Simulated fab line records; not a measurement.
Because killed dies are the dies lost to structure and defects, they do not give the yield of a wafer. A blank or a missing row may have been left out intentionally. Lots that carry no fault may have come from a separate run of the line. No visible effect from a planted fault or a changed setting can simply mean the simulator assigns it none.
fab line records | flow ritCmos
record: lots: 6 wafers: 18 lastDay: 7
route steps=202 shown GATE@89 REOX@98 NLDD@103 PLDD@114 SPACER@125 M1@202
lots with no fault: from the same line, run without faults
startH: hours from the record's first day to the start of the lot's first wafer shown | waitH: how many hours have passed since the lot's step before this one | " as in the row above | L1.1+2: a single row standing in for several wafers | - no value, or no start given | * or withheld: withheld | < > ~ a bound
route shown NAME@n: a module of which the file shows steps, and the number in the route of the first | usual: mean/standard deviation taken from wafers without a fault | same: alike in all rows | chamber/n: place in a boat | sites: the reading at each site | _std_site: their standard deviation | _edge_site: inner sites' mean taken away from outer sites' mean | radiusMm: how far each site lies from the wafer's centre | mask NAME#n: copy n | behind: the most recent tool/chamber to have shaped the wafer | hold: what put the lot on hold/how long, in hours/how the hold closed | device: which transistor (n, p or np) failed to switch | end of line: at the end of the route, the tests of the same wafers | a step with no rows: only its recipe | killed: the dies lost at the first sort to structure and to defects; this is not the yield of the wafer | map: a wafer's dies, x killed, . not, _ none there
set.NAME: the run value of the setting; set.NAME@STEP: its run value at that earlier step | model.NAME: the simulator's own value behind a step, which no gauge read
lots seen at some steps along the route; tables by step, rows by wafer
services: the hour from which a tool's chamber was out of use, counted from the record's first day as startH (under 0 if before that day), plus the number of hours and why
== steps ==
step: RIT_GATE_EXPOSE_13
recipe: maskId: M6 na: 0.6 sourceShape: conventional sigmaOuter: 0.6 targetCdNm: 150 doseMj: 380
step: RIT_GATE_PEB_14
recipe: resist: NOVOLAK tempC: withheld timeS: withheld
step: RIT_GATE_DEVELOP_15
recipe: resist: NOVOLAK developTimeS: 50 devTempC: 21.83
step: RIT_GATE_CD_MEAS_16
recipe: targetCdNm: 150
usual: cdNm: 150.0/2.1
columns lot.wafer tool chamber startH waitH cdNm
L345.1 cdSem-02 - 42.76 - 149.6
L345.3 " - " " 151.8
L345.4 " - " " 153.6
L347.1 cdSem-02 - 50.69 - 149.1
L347.3 " - " " 149.8
L347.6 " - " " 150.1
L351.1 cdSem-01 - 70.77 - 150.2
L351.2 " - " " 149.7
L351.5 " - " " 151.0
L353.2 cdSem-01 - 83.20 - 150.7
L353.4 " - " " 154.3
L353.5 " - " " 149.2
L359.1 cdSem-02 - 110.24 - 148.5
L359.3 " - " " 150.1
L359.5 " - " " 148.8
L365.3 cdSem-02 - 137.50 - 149.7
L365.4 " - " " 148.8
L365.6 " - " " 149.5
step: RIT_GATE_OVL_MEAS_17
usual: GATE_OVL: -0.9/1.4
columns lot.wafer tool chamber startH waitH GATE_OVL[nm]
L345.1 overlay-01 - 42.91 0.1 -2.0
L345.3 " - " " -1.0
L345.4 " - " " -1.9
L347.1 overlay-01 - 50.82 0.1 1.0
L347.3 " - " " 0.7
L347.6 " - " " -0.4
L351.1 overlay-01 - 70.89 0.1 -0.4
L351.2 " - " " 0.4
L351.5 " - " " -0.5
L353.2 overlay-01 - 83.31 0.1 0.1
L353.4 " - " " -0.4
L353.5 " - " " -1.1
L359.1 overlay-02 - 110.36 0.1 -0.7
L359.3 " - " " 2.1
L359.5 " - " " 1.6
L365.3 overlay-01 - 137.59 0.1 -0.2
L365.4 " - " " -2.1
L365.6 " - " " -0.8
step: RIT_GATE_HARDBAKE_18
recipe: resist: NOVOLAK tempC: 140 timeS: 60
step: RIT_GATE_ETCH_19
recipe: chemistry: SF6/CHF3/O2 timeS: 172.7 SF6_flow_sccm: 30 CHF3_flow_sccm: 30 O2_flow_sccm: 5 target: poly-Si pressureMtorr: 40 rfW: 160 targetDepthA: 3125 overEtchFrac: 0.25 stopOn: SiO2
usual: drypumpMotorCurrentA: 5.8/0.62 oesProductAu: 0.845/0.011 throttleValvePct: 10.22/0.12
columns lot.wafer tool chamber startH waitH drypumpMotorCurrentA oesProductAu rfHoursCounterH throttleValvePct
L345.1 rieSi-02 3 43.12 0.1 6.3 0.864 1 10.20
L345.3 " 0 " " 6.4 0.830 25 10.58
L345.4 " 1 " " 5.2 0.847 26 10.05
L347.1 rieSi-02 2 51.01 0.1 6.0 0.833 69 10.24
L347.3 " 1 " " 5.2 0.850 26 10.05
L347.6 " 3 " " 6.3 0.863 - 10.20
L351.1 rieSi-02 2 71.08 0.1 6.0 0.829 69 10.22
L351.2 " 3 " " 6.4 0.851 2 10.22
L351.5 " 2 " " 6.0 0.821 - 10.23
L353.2 rieSi-02 0 83.49 0.1 6.4 0.832 25 10.56
L353.4 " 3 " " 6.3 0.859 2 10.18
L353.5 " 1 " " 5.2 0.844 - 10.05
L359.1 rieSi-02 3 110.54 0.1 6.3 0.845 2 10.20
L359.3 " 1 " " 5.2 0.836 26 10.06
L359.5 " 1 " " 5.2 0.835 - 10.07
L365.3 rieSi-02 3 137.77 0.1 6.3 0.860 2 10.20
L365.4 " 1 " " 5.2 0.836 - 10.04
L365.6 " 3 " " 6.3 0.845 - 10.21
step: RIT_GATE_STRIP_20
recipe: chemistry: O2 timeS: 180 resist: NOVOLAK platenTempC: withheld powerW: 500 pressureMtorr: 4000 o2FlowSccm: 4000
usual: drypumpMotorCurrentA: 5.8/0.56 rfReflPowerW: 8.1/1.5
columns lot.wafer tool chamber startH waitH drypumpMotorCurrentA rfHoursCounterH rfReflPowerW
L345.1 plasmaAsher-04 0 43.33 0.2 5.8 41 7.4
L345.3 " 0 " " 5.8 - 7.5
L345.4 " 1 " " 6.9 - 5.6
L347.1 plasmaAsher-04 1 51.11 0.1 6.9 42 5.4
L347.3 " 0 " " 5.8 - 7.3
L347.6 " 1 " " 6.9 - 5.5
L351.1 plasmaAsher-04 0 71.19 0.1 5.8 44 7.3
L351.2 " 1 " " 6.9 44 5.3
L351.5 " 0 " " 5.8 - 7.6
L353.2 plasmaAsher-01 0 83.60 0.1 5.8 28 9.7
L353.4 " 0 " " 5.8 - 9.7
L353.5 " 1 " " 5.1 - 8.0
L359.1 plasmaAsher-01 1 110.65 0.1 5.1 31 7.7
L359.3 " 0 " " 5.8 - 9.8
L359.5 " 0 " " 5.8 - 9.7
L365.3 plasmaAsher-01 1 137.93 0.1 5.1 - 8.0
L365.4 " 0 " " 5.8 - 9.9
L365.6 " 1 " " 5.1 - 8.2
step: RIT_GATE_CD_MEAS_90
recipe: targetCdNm: 150
usual: cdNm: 149.9/2.1
columns lot.wafer tool chamber startH waitH cdNm
L345.1 cdSem-02 - 43.51 0.1 149.2
L345.3 " - " " 151.4
L345.4 " - " " 153.2
L347.1 cdSem-02 - 51.29 0.1 149.5
L347.3 " - " " 149.5
L347.6 " - " " 150.4
L351.1 cdSem-01 - 71.36 0.1 150.2
L351.2 " - " " 150.0
L351.5 " - " " 150.9
L353.2 cdSem-01 - 83.79 0.1 150.4
L353.4 " - " " 154.2
L353.5 " - " " 148.7
L359.1 cdSem-01 - 110.82 0.1 148.5
L359.3 " - " " 150.4
L359.5 " - " " 148.7
L365.3 cdSem-01 - 138.09 0.1 149.5
L365.4 " - " " 149.1
L365.6 " - " " 149.3
step: RIT_REOX_CLEAN_00
recipe: chemistry: SC1 mix: 3:3:50 timeS: 600 tempC: 75
step: RIT_REOX_CLEAN_01
recipe: chemistry: dHF dilution: 50:1 timeS: 30
step: RIT_REOX_CLEAN_02
recipe: chemistry: SC2 mix: 3:3:50 timeS: 600 tempC: 75 dry: n2Spin
step: RIT_REOX_OXIDATION_03
recipe: tempC: 900 ambient: O2 targetThkA: 252 oxTimeS: 5580
usual: spikeTcCentreC: 902.9/1.6 spikeTcLoadC: 925.7/2 spikeTcSourceC: 925.9/1.1 tubeCenterTempC: 899.99/0.08 tube_center_temp_C_max: 902.3/0.35
same: oxTimeS: 5580
columns lot.wafer tool chamber startH waitH spikeTcCentreC spikeTcLoadC spikeTcSourceC tubeCenterTempC tube_center_temp_C_max model.SiO2_of_REOX_OXIDATION_03.thkNm
L345.1 furnace-01 0 43.99 0.0 903.1 922.5 926.1 900.14 902.8 24.74
L345.3 " 0 " " 905.2 926.0 925.4 900.1 902.3 24.77
L345.4 " 0 " " 902.4 925.9 926.0 899.97 902.4 24.93
L347.1 furnace-04 0 53.02 1.2 902.7 927.4 925.1 900.08 902.2 24.94
L347.3 " 0 " " 901.1 927.6 924.5 899.85 902.2 24.71
L347.6 " 0 " " 901.6 928.1 925.5 899.97 902.1 24.68
L351.1 furnace-04 0 71.85 0.0 908.7 935.5 934.4 908.09 910.5 27.67
L351.2 " 0 " " 907.2 937.5 933.7 907.95 910.1 27.52
L351.5 " 0 " " 907.4 936.0 934.1 907.95 910.3 27.76
L353.2 furnace-04 0 84.26 0.0 911.3 936.6 933.8 907.97 910.5 27.22
L353.4 " 0 " " 907.1 936.3 933.1 907.98 910.1 26.98
L353.5 " 0 " " 907.7 934.3 934.0 908.03 909.9 27.21
L359.1 furnace-03 0 112.44 1.1 904.4 924.7 925.3 900.03 902.6 25.58
L359.3 " 0 " " 903.7 924.5 925.7 899.89 902.2 25.36
L359.5 " 0 " " 904.7 923.6 926.3 900.04 902.0 24.92
L365.3 furnace-03 0 139.38 0.6 903.8 924.9 926.3 900.01 902.3 25.37
L365.4 " 0 " " 902.2 927.6 926.5 900.04 902.3 25.3
L365.6 " 0 " " 902.8 923.4 925.0 899.87 902.0 25.57
step: RIT_REOX_THK_MEAS_04
recipe: reads: SiO2_of_REOX_OXIDATION_03
usual: REOX_OXIDE_THK: 25.1/0.43
columns lot.wafer tool chamber startH waitH REOX_OXIDE_THK[nm]
L345.1 filmMetro-01 - 46.54 0.0 24.8
L345.3 " - " " 24.7
L345.4 " - " " 25.0
L347.1 filmMetro-02 - 55.57 0.0 24.9
L347.3 " - " " 24.7
L347.6 " - " " 24.7
L351.1 filmMetro-04 - 74.40 0.0 27.6
L351.2 " - " " 27.5
L351.5 " - " " 27.8
L353.2 filmMetro-04 - 86.82 0.0 27.2
L353.4 " - " " 27.0
L353.5 " - " " 27.3
L359.1 filmMetro-01 - 114.99 0.0 25.6
L359.3 " - " " 25.3
L359.5 " - " " 24.9
L365.3 filmMetro-01 - 141.95 0.0 25.4
L365.4 " - " " 25.3
L365.6 " - " " 25.6
step: RIT_NLDD_HMDS_00
recipe: primeTimeS: 60 primeTempC: 140
step: RIT_NLDD_COAT_01
recipe: resist: NOVOLAK spinRpm: 3250 resistThkNm: 1000
step: RIT_NLDD_SOFTBAKE_02
recipe: resist: NOVOLAK tempC: 90 timeS: 60
step: RIT_NLDD_EXPOSE_03
recipe: maskId: M7 na: 0.57 targetCdNm: 40700 doseMj: 250
step: RIT_NLDD_PEB_04
recipe: resist: NOVOLAK tempC: withheld timeS: withheld
step: RIT_NLDD_DEVELOP_05
recipe: resist: NOVOLAK developTimeS: 52.44 devTempC: 23
step: RIT_NLDD_OVL_MEAS_06
usual: NLDD_OVL: 0.1/1.3
columns lot.wafer tool chamber startH waitH NLDD_OVL[nm]
L345.1 overlay-01 - 47.58 - 1.4
L345.3 " - " " -0.1
L345.4 " - " " 2.2
L347.1 overlay-02 - 56.60 - 0.8
L347.3 " - " " 1.2
L347.6 " - " " 0.0
L351.1 overlay-01 - 75.48 - -0.4
L351.2 " - " " -0.2
L351.5 " - " " -0.1
L353.2 overlay-02 - 87.85 - 0.5
L353.4 " - " " 1.3
L353.5 " - " " 1.2
L359.1 overlay-02 - 115.90 - -0.8
L359.3 " - " " -0.8
L359.5 " - " " 0.7
L365.3 overlay-01 - 143.05 - 1.7
L365.4 " - " " 0.8
L365.6 " - " " 0.0
step: RIT_NLDD_HARDBAKE_07
recipe: resist: NOVOLAK tempC: 140 timeS: 60
step: RIT_NLDD_IMPLANT_08
recipe: species: P energyKev: 20 doseCm2: 5e+14 tiltDeg: 7
step: RIT_NLDD_STRIP_09
recipe: chemistry: O2 timeS: 180 resist: NOVOLAK platenTempC: withheld powerW: 500 pressureMtorr: 4000 o2FlowSccm: 4000
usual: drypumpMotorCurrentA: 5.39/0.27 rfReflPowerW: 8.2/1.5
columns lot.wafer tool chamber startH waitH drypumpMotorCurrentA rfHoursCounterH rfReflPowerW
L345.1 plasmaAsher-01 0 47.91 0.1 5.82 24 9.7
L345.3 " 0 " " 5.83 - 9.8
L345.4 " 1 " " 5.09 - 8.2
L347.1 plasmaAsher-01 0 56.94 0.1 5.83 26 9.7
L347.3 " 1 " " 5.09 - 8.6
L347.6 " 0 " " 5.80 - 9.7
L351.1 plasmaAsher-02 1 75.81 0.1 5.42 42 8.3
L351.2 " 0 " " 5.61 42 9.7
L351.5 " 1 " " 5.41 - 8.2
L353.2 plasmaAsher-01 1 88.18 0.1 5.09 29 8.3
L353.4 " 0 " " 5.81 - 9.6
L353.5 " 1 " " 5.09 - 7.9
L359.1 plasmaAsher-01 1 116.30 0.2 5.10 32 7.8
L359.3 " 1 " " 5.10 - 8.1
L359.5 " 0 " " 5.83 - 9.6
L365.3 plasmaAsher-02 1 143.43 0.1 5.42 - 8.1
L365.4 " 0 " " 5.58 - 10.0
L365.6 " 1 " " 5.40 - 8.3
step: RIT_NLDD_TW_MEAS_10
usual: NLDD_TW: 2489/22
columns lot.wafer tool chamber startH waitH NLDD_TW
L345.1 filmMetro-04 - 48.09 0.1 2522
L345.3 " - " " 2530
L345.4 " - " " 2540
L347.1 filmMetro-02 - 57.11 0.1 2470
L347.3 " - " " 2460
L347.6 " - " " 2454
L351.1 filmMetro-04 - 75.99 0.1 2521
L351.2 " - " " 2527
L351.5 " - " " 2525
L353.2 filmMetro-02 - 88.37 0.1 2460
L353.4 " - " " 2476
L353.5 " - " " 2467
L359.1 filmMetro-02 - 116.47 0.1 2471
L359.3 " - " " 2468
L359.5 " - " " 2497
L365.3 filmMetro-02 - 143.57 0.1 2461
L365.4 " - " " 2484
L365.6 " - " " 2487
step: RIT_PLDD_HMDS_00
recipe: primeTimeS: 60 primeTempC: 140
step: RIT_PLDD_COAT_01
recipe: resist: NOVOLAK spinRpm: 3250 resistThkNm: 1000
step: RIT_PLDD_SOFTBAKE_02
recipe: resist: NOVOLAK tempC: 90 timeS: 60
step: RIT_PLDD_EXPOSE_03
recipe: maskId: M8 na: 0.57 targetCdNm: 40900 doseMj: 250
step: RIT_PLDD_PEB_04
recipe: resist: NOVOLAK tempC: withheld timeS: withheld
step: RIT_PLDD_DEVELOP_05
recipe: resist: NOVOLAK developTimeS: 50 devTempC: 23
step: RIT_PLDD_OVL_MEAS_06
usual: PLDD_OVL: -1.9/1.3
columns lot.wafer tool chamber startH waitH PLDD_OVL[nm]
L345.1 overlay-01 - 49.00 - -0.3
L345.3 " - " " -1.5
L345.4 " - " " 0.0
L347.1 overlay-01 - 58.15 - 0.5
L347.3 " - " " 1.1
L347.6 " - " " -0.2
L351.1 overlay-02 - 76.90 - -2.7
L351.2 " - " " -2.6
L351.5 " - " " -4.1
L353.2 overlay-02 - 89.27 - -2.1
L353.4 " - " " -1.9
L353.5 " - " " -2.1
L359.1 overlay-01 - 117.38 - -1.4
L359.3 " - " " -4.7
L359.5 " - " " -2.2
L365.3 overlay-02 - 144.62 - -4.0
L365.4 " - " " -2.1
L365.6 " - " " -3.4
step: RIT_PLDD_HARDBAKE_07
recipe: resist: NOVOLAK tempC: 140 timeS: 60
step: RIT_PLDD_IMPLANT_08
recipe: species: BF2 energyKev: 20 doseCm2: 9e+14 tiltDeg: 7
step: RIT_PLDD_STRIP_09
recipe: chemistry: O2 timeS: 180 resist: NOVOLAK platenTempC: withheld powerW: 500 pressureMtorr: 4000 o2FlowSccm: 4000
usual: drypumpMotorCurrentA: 5.7/0.62 rfReflPowerW: 7.2/1.6
columns lot.wafer tool chamber startH waitH drypumpMotorCurrentA rfHoursCounterH rfReflPowerW
L345.1 plasmaAsher-03 0 49.34 0.1 5.2 41 6.7
L345.3 " 0 " " 5.2 - 6.7
L345.4 " 1 " " 5.1 - 5.5
L347.1 plasmaAsher-04 1 58.49 0.1 6.9 43 5.2
L347.3 " 1 " " 6.9 - 5.1
L347.6 " 1 " " 6.9 - 5.3
L351.1 plasmaAsher-01 0 77.23 0.1 5.8 28 9.6
L351.2 " 1 " " 5.1 28 8.7
L351.5 " 0 " " 5.8 - 9.6
L353.2 plasmaAsher-03 0 89.60 0.1 5.2 45 6.6
L353.4 " 1 " " 5.1 - 5.5
L353.5 " 1 " " 5.1 - 5.3
L359.1 plasmaAsher-01 0 117.72 0.1 5.8 33 9.9
L359.3 " 1 " " 5.1 - 8.2
L359.5 " 1 " " 5.1 - 8.0
L365.3 plasmaAsher-01 1 145.00 0.1 5.1 - 8.3
L365.4 " 0 " " 5.8 - 9.6
L365.6 " 1 " " 5.1 - 8.2
step: RIT_PLDD_TW_MEAS_10
usual: PLDD_TW: 2357/21
columns lot.wafer tool chamber startH waitH PLDD_TW
L345.1 filmMetro-02 - 49.51 0.1 2340
L345.3 " - " " 2324
L345.4 " - " " 2322
L347.1 filmMetro-03 - 58.66 0.1 2362
L347.3 " - " " 2359
L347.6 " - " " 2347
L351.1 filmMetro-03 - 77.41 0.1 2348
L351.2 " - " " 2349
L351.5 " - " " 2338
L353.2 filmMetro-03 - 89.79 0.1 2364
L353.4 " - " " 2367
L353.5 " - " " 2354
L359.1 filmMetro-03 - 117.89 0.1 2354
L359.3 " - " " 2352
L359.5 " - " " 2352
L365.3 filmMetro-02 - 145.14 0.1 2362
L365.4 " - " " 2337
L365.6 " - " " 2350
step: RIT_SPACER_CLEAN_00
recipe: chemistry: SC1 mix: 3:3:50 timeS: 600 tempC: 75
columns lot.wafer tool chamber startH waitH model.SiO2_of_REOX_OXIDATION_03.thkNm
L345.1 wetBench-02 2 49.57 0.1 22.83
L345.3 " 2 " " 22.86
L345.4 " 2 " " 23.01
L347.1 wetBench-01 0 58.72 0.1 23.01
L347.3 " 0 " " 22.8
L347.6 " 0 " " 22.77
L351.1 wetBench-01 3 77.47 0.1 25.52
L351.2 " 3 " " 25.38
L351.5 " 3 " " 25.59
L353.2 wetBench-03 1 89.84 0.0 25.1
L353.4 " 1 " " 24.87
L353.5 " 1 " " 25.08
L359.1 wetBench-01 3 117.95 0.1 23.57
L359.3 " 3 " " 23.37
L359.5 " 3 " " 22.95
L365.3 wetBench-03 3 145.18 0.0 23.37
L365.4 " 3 " " 23.3
L365.6 " 3 " " 23.55
step: RIT_SPACER_CLEAN_01
recipe: chemistry: dHF dilution: 50:1 timeS: 30
step: RIT_M1_PROBE_99
usual: killed_at_M0_to_M3: 0.0/0.12 killedAtContacts: 0.0/0.16 killedAtFrontEnd: 7.1/2.7 killedDies: 7.2/2.7 killedOnRim: 1.9/1.2 killedOpen: 3.5/1.9 killedShort: 3.6/1.9
same: grossDies: 264 killed_at_M4_up: 0 killedAtBackSide: 0 killedAtOther: 0
columns lot.wafer tool chamber startH waitH killed_at_M0_to_M3 killedAtContacts killedAtFrontEnd killedDies killedOnRim killedOpen killedShort model.etest.pmosTurned.rOnOhmUm model.etest.pmos_0p3.rOnOhmUm model.etest.pmos_0p15.rOnOhmUm model.etest.pldd.rsOhmSq model.etest.nmos_0p3.rOnOhmUm model.etest.nmos_0p15.rOnOhmUm model.etest.nmosTurned.driveUaUm model.etest.nldd.rsOhmSq
L345.1 prober-02 - 63.34 0.1 0 0 9 9 3 5 4 3248 5994 2621 488 2100 1097 335.5 373
L345.3 prober-02 - 63.44 0.2 0 0 3 3 0 0 3 3311 6093 2697 495 2130 1110 332.9 374.3
L345.4 prober-02 - 63.49 0.2 0 0 6 6 1 2 4 3430 6151 2790 504.6 2131 1156 322.4 376.6
L347.1 prober-02 - 72.23 0.1 0 0 7 7 3 2 5 3198 5966 2595 454.8 2088 1076 343.6 363.7
L347.3 prober-02 - 72.33 0.2 0 0 5 5 2 0 5 3189 5980 2572 454.8 2080 1064 342.5 358.5
L347.6 prober-02 - 72.48 0.2 0 0 4 4 0 1 3 3161 6043 2594 456 2083 1070 345 360.6
L351.1 prober-02 - 91.79 0.1 0 1 6 7 2 3 4 3951 6545 3044 637.3 2285 1292 255.5 446.8
L351.2 prober-02 - 91.84 0.1 1 0 8 9 4 3 5 3806 6431 2965 615.7 2221 1210 266.6 437.5
L351.5 prober-02 - 91.99 0.2 0 0 9 9 4 7 2 3903 6502 2995 641.9 2208 1182 255.6 443.2
L353.2 prober-02 - 103.27 0.1 0 0 4 4 2 1 3 3875 6582 2985 594.5 2224 1189 283.8 410.8
L353.4 prober-02 - 103.37 0.2 0 0 3 3 0 1 2 3871 6600 3027 580.4 2222 1198 286 406.3
L353.5 prober-02 - 103.42 0.2 0 0 8 8 2 6 2 3753 6577 2931 588.9 2211 1166 286.8 412.3
L359.1 prober-02 - 131.42 0.1 0 0 8 8 1 6 2 3441 6217 2776 528.8 2160 1158 322.6 393
L359.3 prober-02 - 131.52 0.2 0 0 6 6 1 3 3 3432 6369 2782 518.2 2144 1106 317.4 389.1
L359.5 prober-02 - 131.62 0.2 0 0 6 6 1 3 3 3313 6241 2669 491.1 2099 1067 334.3 379.4
L365.3 prober-02 - 158.65 0.2 0 0 7 7 5 2 5 3420 6321 2766 522.3 2124 1084 330.2 374.8
L365.4 prober-02 - 158.70 0.2 0 0 6 6 1 3 2 3453 6369 2800 519.8 2145 1119 334.5 374.7
L365.6 prober-02 - 158.80 0.2 0 0 3 3 1 0 3 3470 6158 2749 538.6 2110 1118 330.9 379.2
killed by level:class
L345.1 GATE:geometricParticle:open=2 GATE:geometricParticle:short=2 SPACER:geometricParticle:open=2 FOX2:geometricParticle:short=1 SILICIDE:geometricParticle:short=1 SILICIDE:geometricParticle:open=1
L345.3 GATE:geometricParticle:short=2 SILICIDE:geometricParticle:short=1
L345.4 REOX:geometricParticle:short=2 SILICIDE:geometricParticle:open=2 GATE:geometricParticle:short=1 SILICIDE:geometricParticle:short=1
L347.1 GATE:geometricParticle:short=2 SPACER:geometricParticle:short=2 FOX2:geometricParticle:open=1 GATE:geometricParticle:open=1 REOX:geometricParticle:short=1
L347.3 GATE:geometricParticle:short=2 FOX1:geometricParticle:short=1 FOX2:geometricParticle:short=1 SILICIDE:geometricParticle:short=1
L347.6 FOX2:geometricParticle:short=1 GATE:geometricParticle:short=1 REOX:geometricParticle:open=1 SILICIDE:geometricParticle:short=1
L351.1 GATE:geometricParticle:short=2 REOX:geometricParticle:short=2 FOX1:geometricParticle:open=1 REOX:geometricParticle:open=1 CONTACT:geometricParticle:open=1
L351.2 REOX:geometricParticle:short=2 SILICIDE:geometricParticle:open=2 SILICIDE:geometricParticle:short=2 FOX1:geometricParticle:short=1 REOX:geometricParticle:open=1 M1:coatMicrobubblePrinted=1
L351.5 FOX1:geometricParticle:open=2 GATE:geometricParticle:short=2 SILICIDE:geometricParticle:open=2 GATE:geometricParticle:open=1 REOX:geometricParticle:open=1 SPACER:geometricParticle:open=1
L353.2 GATE:geometricParticle:short=2 SPACER:geometricParticle:short=1 SPACER:geometricParticle:open=1
L353.4 FOX1:geometricParticle:short=1 GATE:geometricParticle:open=1 SPACER:geometricParticle:short=1
L353.5 SILICIDE:geometricParticle:open=2 FOX1:geometricParticle:open=1 FOX2:geometricParticle:open=1 GATE:geometricParticle:short=1 GATE:geometricParticle:open=1 SPACER:geometricParticle:short=1 SPACER:geometricParticle:open=1
L359.1 GATE:geometricParticle:open=4 GATE:geometricParticle:short=1 REOX:geometricParticle:open=1 SPACER:geometricParticle:open=1 SILICIDE:geometricParticle:short=1
L359.3 GATE:geometricParticle:open=1 REOX:geometricParticle:open=1 REOX:geometricParticle:short=1 SPACER:geometricParticle:open=1 SPACER:geometricParticle:short=1 SILICIDE:geometricParticle:short=1
L359.5 SPACER:geometricParticle:open=2 GATE:geometricParticle:short=1 REOX:geometricParticle:short=1 SPACER:geometricParticle:short=1 SILICIDE:geometricParticle:open=1
L365.3 GATE:geometricParticle:open=2 GATE:geometricParticle:short=2 REOX:geometricParticle:short=2 SPACER:geometricParticle:short=1
L365.4 REOX:geometricParticle:open=2 GATE:geometricParticle:short=1 GATE:geometricParticle:open=1 SILICIDE:geometricParticle:short=1 GATE:coatMicrobubblePrinted=1
L365.6 FOX2:geometricParticle:short=1 GATE:geometricParticle:short=1 REOX:geometricParticle:short=1
== services ==
columns tool chamber startH hours kind
rieSi-02 - 38.38 2.8 pm
plasmaAsher-01 - 40.98 2.3 repair
plasmaAsher-02 - 41.58 7.8 repair
rieSi-02 1 93.27 1.1 repair
plasmaAsher-03 - 108.75 9.0 pm
plasmaAsher-03 0 108.75 9.0 ventCycle
plasmaAsher-03 1 108.75 9.0 ventCycle
plasmaAsher-02 - 109.58 2.8 pm
plasmaAsher-03 0 117.75 - clean
plasmaAsher-03 1 117.75 - clean
rieSi-02 0 130.83 4.8 repair
rieSi-02 0 136.24 5.9 repair
== key ==
firstSign: step: RIT_REOX_OXIDATION_03 reading: tubeCenterTempC direction: up sigmas: 89 usual: * struck: *
effect: step: RIT_REOX_OXIDATION_03 reading: tube_center_temp_C_max direction: up sigmas: 22 usual: * struck: *
effect: step: RIT_REOX_THK_MEAS_04 reading: REOX_OXIDE_THK direction: up sigmas: 5.3 usual: 25.1 struck: 27.4
modelEffect: step: RIT_REOX_OXIDATION_03 value: SiO2_of_REOX_OXIDATION_03.thkNm without: 25.26 struck: 27.39
modelEffect: step: RIT_SPACER_CLEAN_00 value: SiO2_of_REOX_OXIDATION_03.thkNm without: 23.29 struck: 25.26
modelEffect: step: RIT_M1_PROBE_99 value: etest.pmosTurned.rOnOhmUm without: 3440 struck: 3860
metAt RIT_REOX_OXIDATION_03
struckWafers L351.1,L351.2,L351.5,L353.2,L353.4,L353.5
testerLeftOut L351,L353
onsetBetween 53.02 71.85
fault: kind: processParameterDrift tool: furnace-04 chamber: - onsetH: 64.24 steps: RIT_REOX_OXIDATION_03 channel: tempC offset: * shape: step endH: 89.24 actsIn: * stated: *
testerLeftOut: of these lots the tester's yield and bins aren't shown, on N5 and GAA mostly nor the transistor test; their killed dies are dies lost to structure and defects alone, not to doping, threshold or leakage, so they don't give the yield
